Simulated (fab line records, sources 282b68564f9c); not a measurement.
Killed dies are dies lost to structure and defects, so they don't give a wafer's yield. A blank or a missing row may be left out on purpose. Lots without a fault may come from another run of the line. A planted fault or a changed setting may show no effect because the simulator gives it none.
Which tool did it? | flow rit_cmos | 13 lots, 39 wafers sampled, at 2 steps of a route of 202

WHAT THE GAUGES READ, wafer by wafer
RIT_GATE_CD_MEAS_16: target cd 150 nm.
lot  | measured    | on        | cd_nm (nm)
L920 | day 2 12:12 | cd_sem-01 | 147.7 148.7 147.5
L921 | day 2 19:54 | cd_sem-01 | 148.5 149.1 150.9
L922 | day 2 22:44 | cd_sem-01 | 145.6 147.4 148.7
L923 | day 3 04:55 | cd_sem-02 | 149.0 149.4 146.8
L925 | day 3 16:45 | cd_sem-01 | 147.4 147.1 151.3
L926 | day 3 20:04 | cd_sem-02 | 147.7 147.0 146.1
L927 | day 4 05:02 | cd_sem-01 | 146.5 144.7 145.2
L936 | day 5 20:01 | cd_sem-01 | 136.6 136.2 137.2
L938 | day 6 06:33 | cd_sem-01 | 150.4 147.5 148.7
L939 | day 6 12:13 | cd_sem-01 | 149.2 150.4 150.9
L940 | day 6 17:28 | cd_sem-02 | 149.6 150.1 152.3
L941 | day 6 22:01 | cd_sem-02 | 150.0 152.1 148.2
L942 | day 7 04:55 | cd_sem-02 | 150.3 151.3 151.1

WHICH TOOL RAN EACH LOT (tool, then ch and the chambers of the sampled wafers, then the start)
lot  | RIT_GATE_DEVELOP_15
L920 | litho_track-04 ch 0, day 2 12:00
L921 | litho_track-01 ch 0, day 2 19:00
L922 | litho_track-03 ch 0, day 2 22:00
L923 | litho_track-04 ch 0, day 3 04:00
L925 | litho_track-03 ch 0, day 3 16:00
L926 | litho_track-03 ch 0, day 3 19:00
L927 | litho_track-04 ch 0, day 4 04:00
L936 | litho_track-04 ch 0, day 5 19:00
L938 | litho_track-03 ch 0, day 6 06:00
L939 | litho_track-01 ch 0, day 6 12:00
L940 | litho_track-03 ch 0, day 6 17:00
L941 | litho_track-03 ch 0, day 6 21:00
L942 | litho_track-03 ch 0, day 7 04:00
- RIT_GATE_DEVELOP_15: develop time 50 s.

WHAT THE TOOLS THEMSELVES READ (means of the sampled wafers that have a number; where no wafer has one, the mark that the record gives instead)
RIT_GATE_DEVELOP_15.
lot  | tool           | chill_plate_temp_C (C)
L920 | litho_track-04 | 22.97
L921 | litho_track-01 | 22.92
L922 | litho_track-03 | 23.00
L923 | litho_track-04 | 23.07
L925 | litho_track-03 | 22.90
L926 | litho_track-03 | 23.00
L927 | litho_track-04 | 22.92
L936 | litho_track-04 | 23.00
L938 | litho_track-03 | 23.01
L939 | litho_track-01 | 23.11
L940 | litho_track-03 | 23.11
L941 | litho_track-03 | 23.07
L942 | litho_track-03 | 22.91

THE ANSWER, worked out from the rows above alone
Rule: what is usual is taken from the lots themselves. Put in order of their means at a reading, lots are off if they are a third of the lots or fewer, leave a main group of 4 or more, and stand apart from it by a gap of 3 or more times the standard deviation of the main group's means; of several such gaps the widest counts. A main group whose means are all the same, to the digits that the tables above print for the reading, isn't used. A lot without any number at a reading at which 4 lots or more have one is off too. The other lots that the step has rows for count as sound. The gauges are gone through in route order, then the tools' own readings, and for those a lot's mean is taken as printed above. The first step at which some lot is off is used, and at that step the reading that is off furthest; a lot without a number counts as furthest.
Off: L936, at RIT_GATE_CD_MEAS_16 (cd_nm). The main group: mean 148.7 nm, standard deviation 1.6.
A tool fits if, at a process step before that reading, it ran every lot that is off, and no sound lot after the first of them. The gauges at RIT_GATE_CD_MEAS_16 are tried like those tools. One fits: litho_track-04 at RIT_GATE_DEVELOP_15. Its last sound lot is L927 (day 4 04:00), its first lot that is off L936 (day 5 19:00): a fault that began between those two fits.

WHAT THE SIMULATOR HAD PUT IN
Process parameter drift: litho_track-04, from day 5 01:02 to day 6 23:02, at RIT_GATE_DEVELOP_15. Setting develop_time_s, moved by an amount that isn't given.
Lots struck among those shown: L936. The rule above found the same.
